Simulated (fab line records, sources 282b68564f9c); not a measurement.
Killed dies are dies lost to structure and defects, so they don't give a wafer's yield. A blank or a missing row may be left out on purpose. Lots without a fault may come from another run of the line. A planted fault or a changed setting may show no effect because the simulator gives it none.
Which tool did it? | flow rit_cmos | 14 lots, 42 wafers sampled, at 2 steps of a route of 202

WHAT THE GAUGES READ, wafer by wafer
RIT_ACTIVE_THK_MEAS_02. Usual: ACTIVE_OXIDE_THK 46.6 nm, standard deviation 1.
lot  | measured    | on            | ACTIVE_OXIDE_THK (nm) | flag
L278 | day 1 12:11 | film_metro-03 | 45.7 45.0 45.9        |
L279 | day 1 17:04 | film_metro-04 | 48.5 48.1 48.5        |
L283 | day 2 13:56 | film_metro-03 | 48.2 47.6 46.9        |
L284 | day 2 18:04 | film_metro-02 | 46.8 46.5 46.0        |
L285 | day 2 23:03 | film_metro-03 | 45.0 44.6 44.2        |
L286 | day 3 06:05 | film_metro-02 | 45.4 44.8 45.1        |
L287 | day 3 09:19 | film_metro-02 | 46.2 46.5 46.2        |
L288 | day 3 14:26 | film_metro-03 | 45.7 44.9 44.9        |
L290 | day 4 00:41 | film_metro-04 | 47.2 46.7 46.2        |
L292 | day 4 13:24 | film_metro-03 | 47.4 47.4 46.7        |
L293 | day 4 15:19 | film_metro-04 | 46.9 47.1 47.4        |
L296 | day 5 06:04 | film_metro-03 | 45.9 45.3 46.0        |
L297 | day 5 13:46 | film_metro-02 | 52.4 51.2 51.7        | OFF
L298 | day 5 16:58 | film_metro-04 | 50.4 50.0 50.6        | OFF

WHICH TOOL RAN EACH LOT (tool, then ch and the chambers of the sampled wafers, then the start)
lot  | RIT_ACTIVE_OXIDATION_01
L278 | furnace-01 ch 0, day 1 10:15
L279 | furnace-03 ch 0, day 1 15:07
L283 | furnace-03 ch 0, day 2 12:01
L284 | furnace-04 ch 0, day 2 16:07
L285 | furnace-04 ch 0, day 2 21:07
L286 | furnace-04 ch 0, day 3 04:08
L287 | furnace-04 ch 0, day 3 07:23
L288 | furnace-04 ch 0, day 3 12:29
L290 | furnace-01 ch 0, day 3 22:44
L292 | furnace-03 ch 0, day 4 11:27
L293 | furnace-03 ch 0, day 4 13:23
L296 | furnace-04 ch 0, day 5 04:07
L297 | furnace-01 ch 0, day 5 11:47
L298 | furnace-01 ch 0, day 5 15:02
- RIT_ACTIVE_OXIDATION_01: target thk 46.8 nm, ox time 3360 s.

WHAT THE TOOLS THEMSELVES READ (means of the sampled wafers that have a number; where no wafer has one, the mark that the record gives instead)
RIT_ACTIVE_OXIDATION_01. Usual: ox_temp_c 999.8 C, standard deviation 0.4; zone_power_centre_pct 45.6 %, standard deviation 0.55; zone_power_load_pct 35.3 %, standard deviation 0.69.
lot  | tool       | ox_temp_c (C) | zone_power_centre_pct (%) | zone_power_load_pct (%) | flag
L278 | furnace-01 | 999.7         | 45.2                      | 34.3                    |
L279 | furnace-03 | 1000.3        | 45.2                      | 35.5                    |
L283 | furnace-03 | 999.2         | 45.3                      | 36.2                    |
L284 | furnace-04 | 999.9         | 46.2                      | 35.3                    |
L285 | furnace-04 | 999.7         | 45.9                      | 35.5                    |
L286 | furnace-04 | 999.7         | 46.3                      | 35.7                    |
L287 | furnace-04 | 1000.1        | 45.9                      | 35.7                    |
L288 | furnace-04 | 999.8         | 45.6                      | 35.5                    |
L290 | furnace-01 | 999.2         | 45.4                      | 34.3                    |
L292 | furnace-03 | 1000.1        | 45.5                      | 35.6                    |
L293 | furnace-03 | 1000.4        | 45.1                      | 35.8                    |
L296 | furnace-04 | 999.8         | 46.5                      | 35.2                    |
L297 | furnace-01 | 999.8         | 45.5                      | 34.5                    |
L298 | furnace-01 | 999.5         | 45.2                      | 34.4                    |

THE ANSWER, worked out from the rows above alone
Rule: a lot is off if the mean of its wafers that have a number lies more than 3 standard deviations from the usual mean. A lot without any number at a reading at which 4 lots or more have one is off too. The other lots that the step has rows for count as sound. The gauges are gone through in route order, then the tools' own readings, and for those a lot's mean is taken as printed above. The first step at which some lot is off is used, and at that step the reading that is off furthest; a lot without a number counts as furthest.
Off: L297, L298, at RIT_ACTIVE_THK_MEAS_02 (ACTIVE_OXIDE_THK).
A tool fits if, at a process step before that reading, it ran every lot that is off, and no sound lot after the first of them. The gauges at RIT_ACTIVE_THK_MEAS_02 are tried like those tools. One fits: furnace-01 at RIT_ACTIVE_OXIDATION_01. Its last sound lot is L290 (day 3 22:44), its first lot that is off L297 (day 5 11:47): a fault that began between those two fits.

WHAT THE SIMULATOR HAD PUT IN
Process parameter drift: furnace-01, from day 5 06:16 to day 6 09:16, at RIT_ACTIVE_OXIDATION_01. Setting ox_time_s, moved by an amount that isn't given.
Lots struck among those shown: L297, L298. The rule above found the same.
